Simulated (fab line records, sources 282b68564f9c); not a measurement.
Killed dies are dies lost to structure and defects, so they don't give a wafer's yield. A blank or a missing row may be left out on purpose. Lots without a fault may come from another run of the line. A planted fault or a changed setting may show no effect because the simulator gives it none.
Which tool did it? | flow rit_cmos | 14 lots, 42 wafers sampled, at 4 steps of a route of 202

WHAT THE GAUGES READ, wafer by wafer
RIT_ACTIVE_THK_MEAS_02.
lot  | measured    | on            | ACTIVE_OXIDE_THK (nm)
L788 | day 1 12:46 | film_metro-02 | 47.5 47.7 47.8
L789 | day 1 17:03 | film_metro-01 | 47.7 48.5 47.6
L790 | day 1 22:35 | film_metro-01 | 46.2 46.9 47.0
L791 | day 2 04:51 | film_metro-02 | 45.2 45.1 45.5
L792 | day 2 08:06 | film_metro-02 | 46.7 46.1 45.3
L793 | day 2 16:59 | film_metro-01 | 47.6 48.5 47.6
L799 | day 3 20:56 | film_metro-02 | 45.9 46.2 46.3
L800 | day 4 00:13 | film_metro-02 | 45.9 45.1 46.0
L802 | day 4 10:03 | film_metro-02 | 46.3 45.6 46.5
L806 | day 5 06:03 | film_metro-02 | 46.5 46.9 46.6
L807 | day 5 11:03 | film_metro-01 | 45.7 45.5 46.3
L808 | day 5 17:18 | film_metro-01 | 43.7 44.2 43.9
L809 | day 5 21:03 | film_metro-02 | 46.5 47.3 46.2
L811 | day 6 07:40 | film_metro-01 | 44.8 45.4 45.4

RIT_ACTIVE_CD_MEAS_90: target cd 1400 nm.
lot  | measured    | on        | cd_nm (nm)
L788 | day 1 16:07 | cd_sem-02 | 1401.7 1401.7 1403.5
L789 | day 1 20:13 | cd_sem-02 | 1396.6 1394.7 1397.8
L790 | day 2 01:33 | cd_sem-02 | 1399.5 1402.9 1400.5
L791 | day 2 07:57 | cd_sem-02 | 1400.8 1397.5 1400.0
L792 | day 2 11:21 | cd_sem-01 | 1396.6 1396.7 1397.1
L793 | day 2 20:41 | cd_sem-01 | 1403.4 1401.8 1402.0
L799 | day 3 23:53 | cd_sem-02 | 1400.7 1402.3 1400.2
L800 | day 4 03:44 | cd_sem-01 | 1397.1 1397.2 1394.9
L802 | day 4 13:01 | cd_sem-02 | 1400.7 1401.8 1400.9
L806 | day 5 09:27 | cd_sem-02 | 1399.7 1398.9 1399.5
L807 | day 5 14:01 | cd_sem-02 | 1397.1 1397.1 1398.6
L808 | day 5 20:17 | cd_sem-02 | 1399.0 1401.4 1402.6
L809 | day 6 00:46 | cd_sem-02 | 1397.4 1400.6 1398.9
L811 | day 6 12:09 | cd_sem-01 | 1396.2 1397.2 1397.5

RIT_PRETRO_TW_MEAS_10.
lot  | measured    | on            | PRETRO_TW
L788 | day 2 10:47 | film_metro-04 | 478.6 481.3 479.3
L789 | day 2 18:31 | film_metro-04 | 482.3 483.1 481.0
L790 | day 3 01:31 | film_metro-04 | 483.5 482.9 483.0
L791 | day 3 04:15 | film_metro-04 | 482.6 481.2 483.0
L792 | day 3 12:08 | film_metro-04 | 479.6 482.8 481.2
L793 | day 3 16:18 | film_metro-04 | 482.8 482.8 482.1
L799 | day 4 19:00 | film_metro-04 | 585.5 583.2 582.4
L800 | day 4 23:45 | film_metro-01 | 577.7 579.2 580.3
L802 | day 5 06:44 | film_metro-04 | 580.9 579.1 579.9
L806 | day 6 04:07 | film_metro-04 | 480.8 479.5 482.3
L807 | day 6 07:56 | film_metro-04 | 481.4 482.1 485.0
L808 | day 6 15:03 | film_metro-04 | 480.8 483.2 483.4
L809 | day 6 19:54 | film_metro-01 | 474.5 474.6 478.6
L811 | day 7 05:52 | film_metro-01 | 481.2 482.3 478.3

WHICH TOOL RAN EACH LOT (tool, then ch and the chambers of the sampled wafers, then the start)
lot  | RIT_PRETRO_IMPLANT_08
L788 | implanter-04 ch 0, day 2 10:28
L789 | implanter-03 ch 0, day 2 18:11
L790 | implanter-03 ch 0, day 3 01:11
L791 | implanter-03 ch 0, day 3 03:56
L792 | implanter-02 ch 0, day 3 11:49
L793 | implanter-03 ch 0, day 3 16:01
L799 | implanter-02 ch 0, day 4 18:41
L800 | implanter-02 ch 0, day 4 23:27
L802 | implanter-02 ch 0, day 5 06:25
L806 | implanter-03 ch 0, day 6 03:48
L807 | implanter-04 ch 0, day 6 07:37
L808 | implanter-04 ch 0, day 6 14:46
L809 | implanter-04 ch 0, day 6 19:35
L811 | implanter-04 ch 0, day 7 05:34
- RIT_PRETRO_IMPLANT_08

WHAT THE TOOLS THEMSELVES READ (means of the sampled wafers that have a number; where no wafer has one, the mark that the record gives instead)
RIT_PRETRO_IMPLANT_08.
lot  | tool         | dose_ions_cm2 | faraday_current_uA
L788 | implanter-04 | 1.1993e+13    | 37.9
L789 | implanter-03 | 1.1993e+13    | 38.7
L790 | implanter-03 | 1.1989e+13    | 38.8
L791 | implanter-03 | 1.1987e+13    | 37.8
L792 | implanter-02 | 1.2004e+13    | 37.6
L793 | implanter-03 | 1.1978e+13    | 37.8
L799 | implanter-02 | 2.1979e+13    | 69.8
L800 | implanter-02 | 2.1978e+13    | 67.7
L802 | implanter-02 | 2.1977e+13    | 69.7
L806 | implanter-03 | 1.2005e+13    | 37.6
L807 | implanter-04 | 1.2001e+13    | 37.7
L808 | implanter-04 | 1.2005e+13    | 38.2
L809 | implanter-04 | 1.2001e+13    | 38.4
L811 | implanter-04 | 1.2012e+13    | 38.5

THE ANSWER, worked out from the rows above alone
Rule: what is usual is taken from the lots themselves. Put in order of their means at a reading, lots are off if they are a third of the lots or fewer, leave a main group of 4 or more, and stand apart from it by a gap of 3 or more times the standard deviation of the main group's means; of several such gaps the widest counts. A main group whose means are all the same, to the digits that the tables above print for the reading, isn't used. A lot without any number at a reading at which 4 lots or more have one is off too. The other lots that the step has rows for count as sound. The gauges are gone through in route order, then the tools' own readings, and for those a lot's mean is taken as printed above. The first step at which some lot is off is used, and at that step the reading that is off furthest; a lot without a number counts as furthest.
Off: L799, L800, L802, at RIT_PRETRO_TW_MEAS_10 (PRETRO_TW). The main group: mean 481.2, standard deviation 2.
A tool fits if, at a process step before that reading, it ran every lot that is off, and no sound lot after the first of them. The gauges at RIT_PRETRO_TW_MEAS_10 aren't tried: what is off there is off at RIT_PRETRO_IMPLANT_08 too, on other tools, and a gauge's error can't cause that. One fits: implanter-02 at RIT_PRETRO_IMPLANT_08. Its last sound lot is L792 (day 3 11:49), its first lot that is off L799 (day 4 18:41): a fault that began between those two fits.
The tool's own readings at RIT_PRETRO_IMPLANT_08 bear it out: on the lots that are off they differ by more than 5 times the standard deviation of the sound lots' means. dose_ions_cm2 reads 2.1978e+13 there against 1.1997e+13 on the sound lots; faraday_current_uA reads 69.1 there against 38.1 on the sound lots.

WHAT THE SIMULATOR HAD PUT IN
Process parameter drift: implanter-02, from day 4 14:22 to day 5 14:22, at RIT_PRETRO_IMPLANT_08. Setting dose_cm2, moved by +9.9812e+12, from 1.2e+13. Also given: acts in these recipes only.
Lots struck among those shown: L799, L800, L802. The rule above found the same.
